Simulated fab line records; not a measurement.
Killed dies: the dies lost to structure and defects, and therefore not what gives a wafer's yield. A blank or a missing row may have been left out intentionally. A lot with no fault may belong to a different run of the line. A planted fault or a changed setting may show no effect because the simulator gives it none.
Lot-split experiment / flow rit-cmos / 23 wafers read from 5 lots, route of 202 steps

== ABOUT THE SPLIT ==
At RIT_M1_SPUTTER_00 (material Al, target thk 400 nm, time 500 s), the setting power-w was moved away from the recipe's 2000 W on 7 of the 23 wafers read, by -10.1% to +9.2%. All remaining wafers had this setting at the recipe value.

== FROM THE SPLIT TO THE READING: what the file shows between them, 2 steps ==
- RIT_M1_RS_MEAS_01: measures by four-point-probe
- RIT_M1_THK_MEAS_02: measures by xrf

== THE READING ==
oes-product-au, in a.u., at RIT_M1_METAL_ETCH_12 (etches Al in Cl2/BCl3, stops on SiO2, time 165 s, target depth 600 nm). Fault-free wafers of this fab line usually give 0.777 a.u., standard deviation 0.014 a.u.

wafer=L075.1; tool, chamber at the split=pvd-sputter-01, -; power-w as run, W=2000; against the recipe=recipe; oes-product-au, a.u.=0.786; against lot-mates on the recipe=-
wafer=L075.2; tool, chamber at the split=pvd-sputter-01, -; power-w as run, W=2000; against the recipe=recipe; oes-product-au, a.u.=0.783; against lot-mates on the recipe=-
wafer=L075.3; tool, chamber at the split=pvd-sputter-01, -; power-w as run, W=2000; against the recipe=recipe; oes-product-au, a.u.=0.780; against lot-mates on the recipe=-
wafer=L075.4; tool, chamber at the split=pvd-sputter-01, -; power-w as run, W=1798; against the recipe=-10.1%; oes-product-au, a.u.=0.737; against lot-mates on the recipe=-0.046
wafer=L075.6; tool, chamber at the split=pvd-sputter-01, -; power-w as run, W=1798; against the recipe=-10.1%; oes-product-au, a.u.=0.736; against lot-mates on the recipe=-0.047
wafer=L076.2; tool, chamber at the split=pvd-sputter-02, -; power-w as run, W=1911; against the recipe=-4.4%; oes-product-au, a.u.=0.743; against lot-mates on the recipe=-0.027
wafer=L076.3; tool, chamber at the split=pvd-sputter-02, -; power-w as run, W=2000; against the recipe=recipe; oes-product-au, a.u.=0.771; against lot-mates on the recipe=-
wafer=L076.4; tool, chamber at the split=pvd-sputter-02, -; power-w as run, W=2000; against the recipe=recipe; oes-product-au, a.u.=0.765; against lot-mates on the recipe=-
wafer=L076.5; tool, chamber at the split=pvd-sputter-02, -; power-w as run, W=2000; against the recipe=recipe; oes-product-au, a.u.=0.773; against lot-mates on the recipe=-
wafer=L076.6; tool, chamber at the split=pvd-sputter-02, -; power-w as run, W=1911; against the recipe=-4.4%; oes-product-au, a.u.=0.746; against lot-mates on the recipe=-0.024
wafer=L079.2; tool, chamber at the split=pvd-sputter-01, -; power-w as run, W=2184; against the recipe=+9.2%; oes-product-au, a.u.=0.803; against lot-mates on the recipe=+0.037
wafer=L079.3; tool, chamber at the split=pvd-sputter-01, -; power-w as run, W=2000; against the recipe=recipe; oes-product-au, a.u.=0.760; against lot-mates on the recipe=-
wafer=L079.4; tool, chamber at the split=pvd-sputter-01, -; power-w as run, W=2184; against the recipe=+9.2%; oes-product-au, a.u.=0.820; against lot-mates on the recipe=+0.054
wafer=L079.5; tool, chamber at the split=pvd-sputter-01, -; power-w as run, W=2000; against the recipe=recipe; oes-product-au, a.u.=0.772; against lot-mates on the recipe=-
wafer=L079.6; tool, chamber at the split=pvd-sputter-01, -; power-w as run, W=2184; against the recipe=+9.2%; oes-product-au, a.u.=0.805; against lot-mates on the recipe=+0.039
wafer=L080.2; tool, chamber at the split=pvd-sputter-02, -; power-w as run, W=2000; against the recipe=recipe; oes-product-au, a.u.=0.784; against lot-mates on the recipe=-
wafer=L080.3; tool, chamber at the split=pvd-sputter-02, -; power-w as run, W=2000; against the recipe=recipe; oes-product-au, a.u.=0.763; against lot-mates on the recipe=-
wafer=L080.4; tool, chamber at the split=pvd-sputter-02, -; power-w as run, W=2000; against the recipe=recipe; oes-product-au, a.u.=0.807; against lot-mates on the recipe=-
wafer=L080.5; tool, chamber at the split=pvd-sputter-02, -; power-w as run, W=2000; against the recipe=recipe; oes-product-au, a.u.=0.795; against lot-mates on the recipe=-
wafer=L080.6; tool, chamber at the split=pvd-sputter-02, -; power-w as run, W=2000; against the recipe=recipe; oes-product-au, a.u.=0.773; against lot-mates on the recipe=-
wafer=L085.2; tool, chamber at the split=pvd-sputter-01, -; power-w as run, W=2000; against the recipe=recipe; oes-product-au, a.u.=0.754; against lot-mates on the recipe=-
wafer=L085.3; tool, chamber at the split=pvd-sputter-01, -; power-w as run, W=2000; against the recipe=recipe; oes-product-au, a.u.=0.761; against lot-mates on the recipe=-
wafer=L085.4; tool, chamber at the split=pvd-sputter-01, -; power-w as run, W=2000; against the recipe=recipe; oes-product-au, a.u.=0.757; against lot-mates on the recipe=-

THE FIT
A straight line over all 23 wafers: oes-product-au changes by +0.00401 a.u. for each +1% of power-w; r = +0.83; the points scatter about the line by 0.013 a.u.
The same after taking each lot's own level away (the mean of its wafers on the recipe; 23 wafers): +0.00474 a.u. for each +1%; r = +0.94; scatter 0.0087 a.u.
According to that fit, moving power-w by its largest amount changes the reading by 0.048 a.u.
Across the lots, their own levels run from 0.7573 to 0.7844 a.u., a range of 1.9 times the standard deviation given above.
So the slope is not independent of the lot-to-lot level: the two fits are not the same.
Check: -0.0489 a.u. against its lot-mates is what the line predicts for one of the wafers moved furthest among these (-10.1%) when that wafer is left out of the fit. It came out at -0.046 a.u. against them.

== THE WHOLE CHAIN: every reading that the file lists as answering this split, in the file's order ==
step=RIT_M1_SPUTTER_00; what it does=material Al, target thk 400 nm, time 500 s; reading=Al_of_M1_SPUTTER_00.thk-nm (the simulator's own value, which no gauge read); change (the file's fit)=+3.95 nm for each +1% of the setting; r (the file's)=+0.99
step=RIT_M1_RS_MEAS_01; what it does=measures by four-point-probe; reading=M1_AL_RS; change (the file's fit)=-0.000747 for each +1% of the setting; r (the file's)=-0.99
step=RIT_M1_THK_MEAS_02; what it does=measures by xrf; reading=M1_AL_THK; change (the file's fit)=+3.87 for each +1% of the setting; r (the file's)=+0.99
step=RIT_M1_METAL_ETCH_12; what it does=etches Al in Cl2/BCl3, stops on SiO2, time 165 s, target depth 600 nm; reading=oes-product-au; change (the file's fit)=+0.0048 a.u. for each +1% of the setting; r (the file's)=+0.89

== FILE'S OWN FIT ==
oes-product-au changes by +0.0048 a.u. for each +1% of power-w, r = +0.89.
